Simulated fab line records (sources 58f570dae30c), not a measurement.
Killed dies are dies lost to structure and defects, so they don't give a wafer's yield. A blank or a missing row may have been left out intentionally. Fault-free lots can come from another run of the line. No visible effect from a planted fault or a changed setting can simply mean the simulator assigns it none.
Tool commonality check | flow berkeley cmos170 | 14 lots and 42 wafers in the sample

## WHY IT WAS OPENED
UCB170_NWELL_THK_MEAS_05, reading NWELL_NITRIDE_THK: flagged on 2 of 14 lots. Fault-free wafers read 214.2 nm, with a standard deviation of 1.6.
Rule: a lot is flagged when every wafer of it that has a number lies more than 4 standard deviations from that mean, or none has a number. All remaining lots are regarded as sound.

lot  | measured    | on            | NWELL_NITRIDE_THK (nm), wafer by wafer | flag
L860 | day 2 08:37 | film metro-04 | 217.9 215.8 216.3                      |
L861 | day 2 14:25 | film metro-01 | 212.4 212.1 213.6                      |
L862 | day 2 18:05 | film metro-04 | 212.8 213.3 212.0                      |
L863 | day 3 02:07 | film metro-03 | 214.0 214.7 215.2                      |
L864 | day 3 02:07 | film metro-04 | 216.9 216.2 215.9                      |
L865 | day 3 17:03 | film metro-04 | 209.4 212.3 211.8                      |
L866 | day 3 17:06 | film metro-04 | 215.9 214.4 212.9                      |
L868 | day 4 15:54 | film metro-01 | 213.4 211.9 212.2                      |
L869 | day 4 15:54 | film metro-03 | 213.6 216.1 214.3                      |
L873 | day 4 23:09 | film metro-01 | 213.4 214.2 212.3                      |
L871 | day 4 23:10 | film metro-03 | 216.0 216.6 214.3                      |
L875 | day 5 12:05 | film metro-01 | 317.3 317.0 318.1                      | FLAGGED
L874 | day 5 12:05 | film metro-04 | 319.1 317.2 316.6                      | FLAGGED
L883 | day 6 22:01 | film metro-04 | 214.2 212.3 213.5                      |
The mean of the flagged lots' numbers is 317.6 nm, +103.4 nm from the usual (+65 standard deviations).

## LOT BY LOT: THE TOOL USED
The record holds 1 process step before the reading, out of a route of 331 steps. Read each cell as the tool, then ch plus the chambers that the sampled wafers visited, then the start.
lot  | flag    | UCB170_NWELL_CVD_04
L860 |         | lpcvd-01 ch 1, day 2 06:41
L861 |         | lpcvd-02 ch 1, day 2 12:29
L862 |         | lpcvd-01 ch 1, day 2 16:09
L863 |         | lpcvd-01 ch 0, day 3 00:11
L864 |         | lpcvd-01 ch 1, day 3 00:11
L865 |         | lpcvd-01 ch 0, day 3 14:08
L866 |         | lpcvd-01 ch 0, day 3 14:08
L868 |         | lpcvd-01 ch 1, day 4 13:58
L869 |         | lpcvd-01 ch 1, day 4 13:58
L873 |         | lpcvd-02 ch 0, day 4 21:13
L871 |         | lpcvd-02 ch 1, day 4 21:13
L875 | FLAGGED | lpcvd-02 ch 1, day 5 10:09
L874 | FLAGGED | lpcvd-02 ch 0, day 5 10:09
L883 |         | lpcvd-01 ch 1, day 6 20:05
What the steps here do:
- UCB170_NWELL_CVD_04: deposits Si3N4 from SiH2Cl2/NH3, target thk 224 nm, time 3212 s.
- UCB170_NWELL_THK_MEAS_05

## FLAGGED AGAINST TOTAL, ONE TOOL AT A TIME (gauges that did the reading follow at the end)
step                     | tool          | lots run | flagged | share of the flagged lots | sound lots run after its first flagged lot
UCB170_NWELL_CVD_04      | lpcvd-01      | 9        | 0       | none                      | -
UCB170_NWELL_CVD_04      | lpcvd-02      | 5        | 2       | all                       | 0
UCB170_NWELL_THK_MEAS_05 | film metro-01 | 4        | 1       | some                      | 0
UCB170_NWELL_THK_MEAS_05 | film metro-03 | 3        | 0       | none                      | -
UCB170_NWELL_THK_MEAS_05 | film metro-04 | 7        | 1       | some                      | 1 (L883)

## WHAT THE TABLE PERMITS
In the table, 1 row covers all flagged lots: lpcvd-02 at UCB170_NWELL_CVD_04.
- lpcvd-02 at UCB170_NWELL_CVD_04: 2 of its 5 lots flagged. Its last sound lot is L871 (day 4 21:13), its first flagged lot L874 (day 5 10:09): a fault that began between those two fits.
One tool is left: lpcvd-02 at UCB170_NWELL_CVD_04.

## WHAT THE SIMULATOR PUT IN
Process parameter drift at UCB170_NWELL_CVD_04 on lpcvd-02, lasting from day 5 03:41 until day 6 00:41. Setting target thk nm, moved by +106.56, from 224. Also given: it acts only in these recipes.
Shown lots that were struck: L875, L874. The rule given above showed the same thing.
